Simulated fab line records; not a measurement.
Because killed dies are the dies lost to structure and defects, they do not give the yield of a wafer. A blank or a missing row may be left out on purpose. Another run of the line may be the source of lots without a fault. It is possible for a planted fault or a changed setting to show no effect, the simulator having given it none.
Struck lot and sound lot, side by side -- flow rit cmos -- 26 steps out of a route of 202
Sound: these wafers, L794.1, L794.2, L794.3. Struck: wafer L799.2 (L799.5, L799.6, from the same lot, were not struck and are left out); the cause is given at the end.
Per side, at each step with rows, come the tool, then ch with its chambers, and then its first start. Under that, the readings that differ: sound wafers -- struck wafers -- difference of the means -- sigmas: that difference in standard deviations of wafers without a fault.
alike: readings whose means differ by less than 2 such deviations, and words and numbers that are the same on both sides. not compared: withheld readings, readings that some wafer has no value for, bounds like >300 that may hide the same value, and numbers for which the record gives no deviation and whose values overlap.
The two part at a step that has a row with sigmas, a row that says differs or no value, or rows on one side only. Numbers that don't overlap but have no deviation are shown without sigmas and don't part them. A reading missing from all wafers of one side parts the sides only when that side holds two or more wafers.

first, 4 steps without rows for these wafers: RIT_CONTACT_SOFTBAKE_04 (time 60 s); RIT_CONTACT_EXPOSE_05 (exposes mask M11, target cd 1000 nm); RIT_CONTACT_PEB_06; RIT_CONTACT_DEVELOP_07 (develop time 120 s).
RIT_CONTACT_CD_MEAS_08: target cd 1000 nm.
  sound on cd sem-02 at day 3 18:27; struck on cd sem-02 at day 4 21:53
  alike: cd nm
RIT_CONTACT_OVL_MEAS_09:
  sound on overlay-02 at day 3 18:34; struck on overlay-01 at day 4 21:59
  alike: CONTACT_OVL
then, 1 step without rows for these wafers: RIT_CONTACT_HARDBAKE_10 (time 60 s).
RIT_CONTACT_ETCH_11: etches SiO2 in CHF3/CF4/Ar, stops on TiSi2, target depth 480 nm, time 320 s.
  sound on rie diel-01 ch 1,2,3, day 3 18:46; struck on rie diel-03 ch 1, day 4 22:10
reading,sound,struck,difference,sigmas
rf hours counter h (h),40 146 15,0,-67,
  alike: drypump motor current A, oes product au, throttle valve pct
RIT_CONTACT_STRIP_12: strips in O2, time 180 s.
  sound on plasma asher-02 ch 0,1, day 3 18:57; struck on plasma asher-01 ch 1, day 4 22:22
  alike: drypump motor current A
  not compared: rf hours counter h
RIT_CONTACT_CD_MEAS_90: target cd 1000 nm.
  sound on cd sem-01 at day 3 19:08; struck on cd sem-01 at day 4 22:34
  alike: cd nm
then, 2 steps without rows for these wafers: RIT_CONTACT_CLEAN_13 (cleans in SC1, time 600 s); RIT_CONTACT_CLEAN_14 (cleans in SC2, time 600 s).
RIT_M1_SPUTTER_00: material Al, target thk 400 nm, time 500 s.
  sound on pvd sputter-02 at day 3 19:36; struck on pvd sputter-02 at day 4 23:01
reading,sound,struck,difference,sigmas
model.Al_of_M1_SPUTTER_00.thk nm (nm),401 402.6 397.3,153,-247,
  alike: cathode dc power W, throttle valve pct
RIT_M1_RS_MEAS_01: uses a four-point probe to measure.
  sound on film metro-01 at day 3 19:53; struck on film metro-01 at day 4 23:37
reading,sound,struck,difference,sigmas
M1_AL_RS (ohm/sq),0.0732 0.0730 0.0739,0.2028,+0.1294,+99 or more
  not compared: hold
RIT_M1_THK_MEAS_02: measures by xrf.
  sound on film metro-01 at day 3 20:01; struck on film metro-01 at day 5 04:00
reading,sound,struck,difference,sigmas
M1_AL_THK (nm),390 395 388,150,-241,-41
  not compared: hold
then, 5 steps without rows for these wafers: RIT_M1_COAT_04 (resist thk 1300 nm); RIT_M1_SOFTBAKE_05 (time 60 s); RIT_M1_EXPOSE_06 (exposes mask M12, target cd 2600 nm); RIT_M1_PEB_07; RIT_M1_DEVELOP_08 (develop time 68 s).
RIT_M1_CD_MEAS_09: target cd 2600 nm.
  sound on cd sem-01 at day 3 20:57; struck on cd sem-01 at day 5 07:03
  alike: cd nm
RIT_M1_OVL_MEAS_10:
  sound on overlay-01 at day 3 21:04; struck on overlay-02 at day 5 07:10
  alike: M1_OVL
then, 1 step without rows for these wafers: RIT_M1_HARDBAKE_11 (time 120 s).
RIT_M1_METAL_ETCH_12: etches Al in Cl2/BCl3, stops on SiO2, time 165 s, target depth 600 nm.
  sound on rie metal-02 ch 0,1, day 3 21:22; struck on rie metal-04 ch 0, day 5 07:26
reading,sound,struck,difference,sigmas
oes product au (a.u.),0.764 0.789 0.763,0.519,-0.253,-21
  alike: drypump motor current A, throttle valve pct
  not compared: rf hours counter h
then, 1 step without rows for these wafers: RIT_M1_STRIP_13 (strips in nmp, time 600 s).
RIT_M1_PROBE_99:
  sound on prober-01 at day 3 23:37; struck on prober-02 at day 5 11:29
reading,sound,struck,difference,sigmas
hold,- - -,await dispo/1.5h/release,no value on the sound wafers,
  alike: defect limited yield, killed at front end, killed dies, killed on rim, killed open, killed short, sort_bin_3_pad_short, sort_bin_5_function, sort_bin_6_memory, sort n pass, sort yield pct

## WHERE THEY PART
At RIT_M1_RS_MEAS_01 first; at RIT_M1_PROBE_99 last (within this record only).

WHY: what had been put in by the simulator
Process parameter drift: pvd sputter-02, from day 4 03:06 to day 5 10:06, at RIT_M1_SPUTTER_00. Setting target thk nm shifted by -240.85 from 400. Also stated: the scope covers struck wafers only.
